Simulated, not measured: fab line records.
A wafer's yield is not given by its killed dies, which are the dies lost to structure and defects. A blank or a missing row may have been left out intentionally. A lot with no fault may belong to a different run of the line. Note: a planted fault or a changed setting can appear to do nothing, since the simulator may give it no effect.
A struck lot beside a sound one || flow ritCmos || 15 steps out of a route of 202
Sound: these wafers, L848.4, L848.5, L848.6. Struck: wafers L857.3, L857.4, L857.6. The cause comes at the end.
Each step with rows lists, per side, the tool, then ch with its chambers, then its first start. Under that, the readings that differ: sound wafers || struck wafers || difference of the means || sigmas: that difference in standard deviations of wafers without a fault.
alike: same words and numbers on both sides, and readings whose means sit less than 2 such deviations apart. not compared: any withheld reading, any reading some wafer has no value for, any bound like >300 that may hide the same value, and any number with overlapping values for which the record gives no deviation.
The two part at a step that has a row with sigmas, a row that says differs or no value, or rows on one side only. Non-overlapping numbers with no deviation appear without sigmas and do not part them. Lack of a reading on every wafer of one side parts them only where that side has two or more wafers.

RIT_ACTIVE_ETCH_13: etches Si3N4 in SF6, stops on SiO2, time 210 s, target depth 210 nm.
  sound on rieDiel-01 ch 1,2,3, day 2 03:59; struck on rieDiel-01 ch 1,2, day 3 23:56
  alike: drypumpMotorCurrentA, oesProductAu, runLengthS, throttleValvePct
  not compared: rfHoursCounterH
RIT_ACTIVE_STRIP_14: strips in O2, time 180 s.
  sound on plasmaAsher-04 ch 0,1, day 2 04:11; struck on plasmaAsher-01 ch 0,1, day 4 00:07
  alike: drypumpMotorCurrentA
  not compared: rfHoursCounterH
RIT_ACTIVE_CD_MEAS_90: the cd target is 1400 nm.
  sound: cdSem-02 at day 2 04:28; struck: cdSem-01 at day 4 00:17
{"reading": "cdNm (nm)", "sound": "1401.3 1400.6 1401.6", "struck": "1397.0 1396.6 1396.2", "difference": -4.6, "sigmas": -2}
then, 4 steps without rows for these wafers: RIT_ACTIVE_CLEAN_15 (cleans in SC1, time 575.9 s); RIT_ACTIVE_CLEAN_16 (cleans in dHF, time 30 s); RIT_ACTIVE_CLEAN_17 (cleans in SC2, time 600 s); RIT_FOX1_OXIDATION_00 (target thk 350.7 nm, ox time 1130 s).
RIT_FOX1_THK_MEAS_01:
  sound: filmMetro-02 at day 2 06:58; struck: filmMetro-03 at day 4 02:04
  alike: FOX1_OXIDE_THK
then, 2 steps without rows for these wafers: RIT_FOX1_WET_ETCH_02 (etches SiO2 in BOE, target depth 350 nm, time 390 s); RIT_FOX2_OXIDATION_00 (target thk 350.7 nm, ox time 1130 s).
RIT_FOX2_THK_MEAS_01:
  sound: filmMetro-03 at day 2 08:28; struck: filmMetro-03 at day 4 05:34
  alike: FOX2_OXIDE_THK
then, 1 step without rows for these wafers: RIT_FOX2_CLEAN_02 (cleans in dHF, time 180 s).
RIT_FOX2_WET_ETCH_03: etches Si3N4 in H3PO4, target depth 195 nm, time 2700 s.
  sound on wetBench-04 ch 3, day 2 08:34; struck on wetBench-04 ch 1, day 4 05:40
{"reading": "runLengthS (s)", "sound": "2728 2728 2728", "struck": "5425 5425 5425", "difference": "+2697", "sigmas": "+99 or more"}
{"reading": "model.SiO2_of_ACTIVE_OXIDATION_01.thkNm (nm)", "sound": "41.53 40.58 40.39", "struck": "36.79 36.41 37.03", "difference": -4.09, "sigmas": ""}
RIT_FOX2_THK_MEAS_90:
  sound: filmMetro-03 at day 2 09:21; struck: filmMetro-04 at day 4 06:26
  alike: FIELD_OXIDE_LEFT_1_THK
RIT_M1_PROBE_99:
  sound: prober-02 at day 4 02:28; struck: prober-01 at day 6 04:28
  alike: killed_at_M0_to_M3, killedAtContacts, killedAtFrontEnd, killedDies, killedOpen, killedShort

WHERE THEY PART
First at RIT_ACTIVE_CD_MEAS_90; last, within this record, at RIT_FOX2_WET_ETCH_03. Later steps at which nothing parts them and some readings are alike: RIT_FOX2_THK_MEAS_90, RIT_M1_PROBE_99.

WHY: what had been put in by the simulator
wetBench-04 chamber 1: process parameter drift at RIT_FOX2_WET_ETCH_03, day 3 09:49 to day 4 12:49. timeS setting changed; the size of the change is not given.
